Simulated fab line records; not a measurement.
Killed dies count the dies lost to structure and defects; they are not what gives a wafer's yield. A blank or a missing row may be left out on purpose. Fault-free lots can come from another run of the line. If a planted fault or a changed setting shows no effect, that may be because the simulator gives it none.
Which of the tools did it?    flow berkeley-cmos170    Sampling: 15 lots, 45 wafers, 4 of 331 route steps

WHAT THE GAUGES READ, wafer by wafer
UCB170_FIELD_THK_MEAS_02.
lot   measured     on             FIELD_OXIDE_THK (nm)
L724  day 4 16:24  film-metro-02  565 560 574
L726  day 4 23:12  film-metro-02  570 557 572
L728  day 4 23:12  film-metro-03  567 566 567
L730  day 6 03:05  film-metro-03  544 548 552
L731  day 6 07:35  film-metro-03  548 550 546
L734  day 6 09:58  film-metro-03  567 562 554
L732  day 6 10:00  film-metro-02  552 557 550
L735  day 6 20:21  film-metro-03  557 558 561
L737  day 7 08:32  film-metro-01  550 562 554
L742  day 8 08:49  film-metro-02  566 574 577
L743  day 8 14:19  film-metro-03  575 566 566
L744  day 8 14:19  film-metro-02  552 551 557
L745  day 8 14:19  film-metro-01  564 553 569
L746  day 9 04:29  film-metro-03  567 570 567
L747  day 9 16:11  film-metro-01  545 549 547

UCB170_V1_BOW_MEAS_03.
lot   measured      on             V1_BOW (um)
L724  day 7 17:17   film-metro-02  27 15 27
L726  day 7 17:34   film-metro-04  19 19 27
L728  day 7 16:58   film-metro-02  20 30 31
L730  day 8 19:03   film-metro-02  26 5 26
L731  day 9 12:55   film-metro-02  0 -5 -2
L734  day 9 12:57   film-metro-03  -8 3 -11
L732  day 9 10:07   film-metro-03  20 26 33
L735  day 9 13:14   film-metro-02  -8 1 3
L737  day 9 19:44   film-metro-02  25 9 14
L742  day 11 02:44  film-metro-02  20 15 13
L743  day 11 02:44  film-metro-03  23 23 26
L744  day 11 06:16  film-metro-04  23 36 25
L745  day 11 06:12  film-metro-02  18 22 23
L746  day 12 04:02  film-metro-03  14 16 24
L747  day 12 16:29  film-metro-03  28 24 21

UCB170_V1_CD_MEAS_90 targets a cd of 700 nm.
lot   measured      on         cd-nm (nm)
L724  day 7 19:13   cd-sem-01  701.1 700.8 701.0
L726  day 7 19:33   cd-sem-01  700.0 699.2 699.0
L728  day 7 18:57   cd-sem-01  700.5 700.1 701.2
L730  day 8 22:19   cd-sem-01  699.0 699.6 701.8
L731  day 9 14:33   cd-sem-01  - - -
L734  day 9 15:09   cd-sem-01  - - -
L732  day 9 12:28   cd-sem-01  700.6 699.7 701.5
L735  day 9 15:17   cd-sem-01  - - -
L737  day 9 22:40   cd-sem-01  702.7 701.5 702.3
L742  day 11 04:37  cd-sem-01  700.2 701.5 701.1
L743  day 11 04:22  cd-sem-01  700.0 700.0 700.0
L744  day 11 08:35  cd-sem-02  698.5 698.7 699.1
L745  day 11 08:42  cd-sem-02  701.1 699.7 701.1
L746  day 12 08:10  cd-sem-02  701.1 701.4 700.8
L747  day 12 19:32  cd-sem-02  701.9 702.5 702.3

WHICH TOOL RAN EACH LOT (tool, then ch and the chambers of the sampled wafers, then the start)
lot   UCB170_V1_CVD_00
L724  pecvd-02 ch 0,1, day 7 16:26
L726  pecvd-03 ch 0,1, day 7 16:36
L728  pecvd-03 ch 0,1,2, day 7 16:26
L730  pecvd-03 ch 0,1,2, day 8 18:32
L731  pecvd-02 ch 0,1,2, day 9 12:24
L734  pecvd-03 ch 0,1, day 9 12:24
L732  pecvd-03 ch 0,1,2, day 9 09:37
L735  pecvd-04 ch 0,2, day 9 12:24
L737  pecvd-03 ch 0,1,2, day 9 19:14
L742  pecvd-04 ch 0,2, day 11 02:12
L743  pecvd-02 ch 1,2, day 11 02:12
L744  pecvd-04 ch 1,2, day 11 05:40
L745  pecvd-02 ch 1,2, day 11 05:40
L746  pecvd-02 ch 0,1,2, day 12 03:31
L747  pecvd-03 ch 0,1, day 12 15:38
- UCB170_V1_CVD_00: deposits SiO2 from TEOS/O2, target thk 2000 nm, time 250 s.

AS READ BY THE TOOLS THEMSELVES (means over the sampled wafers that have a number; for cases with no such wafer, the mark the record gives instead)
UCB170_V1_CVD_00.
lot   tool      heater-power-w (W)  pressure-mtorr (mTorr)
L724  pecvd-02  242                 8978
L726  pecvd-03  256                 9010
L728  pecvd-03  311                 8982
L730  pecvd-03  236                 9005
L731  pecvd-02  -                   -
L734  pecvd-03  -                   -
L732  pecvd-03  238                 9013
L735  pecvd-04  -                   -
L737  pecvd-03  213                 9017
L742  pecvd-04  289                 9015
L743  pecvd-02  279                 9018
L744  pecvd-04  277                 9001
L745  pecvd-02  281                 9005
L746  pecvd-02  228                 8990
L747  pecvd-03  247                 8994

THE ANSWER, worked out from the rows above alone
Rule: the lots themselves supply what counts as usual. Put in order of their means at a reading, lots are off if they are a third of the lots or fewer, leave a main group of 4 or more, and stand apart from it by a gap of 3 or more times the standard deviation of the main group's means; of several such gaps the widest counts. A main group is skipped when, at the precision printed for the reading in the tables above, its means are all equal. A lot without any number at a reading at which 4 lots or more have one is off too. Where the step has rows for the other lots, those lots are counted as sound. Order of review: gauges by route order, followed by the tools' own readings, for which a lot's mean as printed above is used. At the first step where some lot is off, the reading lying furthest off is the one used; lots without a number count as furthest.
Off: L731, L734, L735, seen at UCB170_V1_BOW_MEAS_03 (V1_BOW). Mean 22 um and standard deviation 4 in the main group.
If a tool, at a process step before that reading, ran all the lots that are off and no sound lot after the first of them, it fits. Not tried: the gauges at UCB170_V1_BOW_MEAS_03; whatever is off there is also off at UCB170_V1_CD_MEAS_90, on other tools, and gauge error can't account for it. None of those tried fits.

WHAT THE SIMULATOR HAD PUT IN
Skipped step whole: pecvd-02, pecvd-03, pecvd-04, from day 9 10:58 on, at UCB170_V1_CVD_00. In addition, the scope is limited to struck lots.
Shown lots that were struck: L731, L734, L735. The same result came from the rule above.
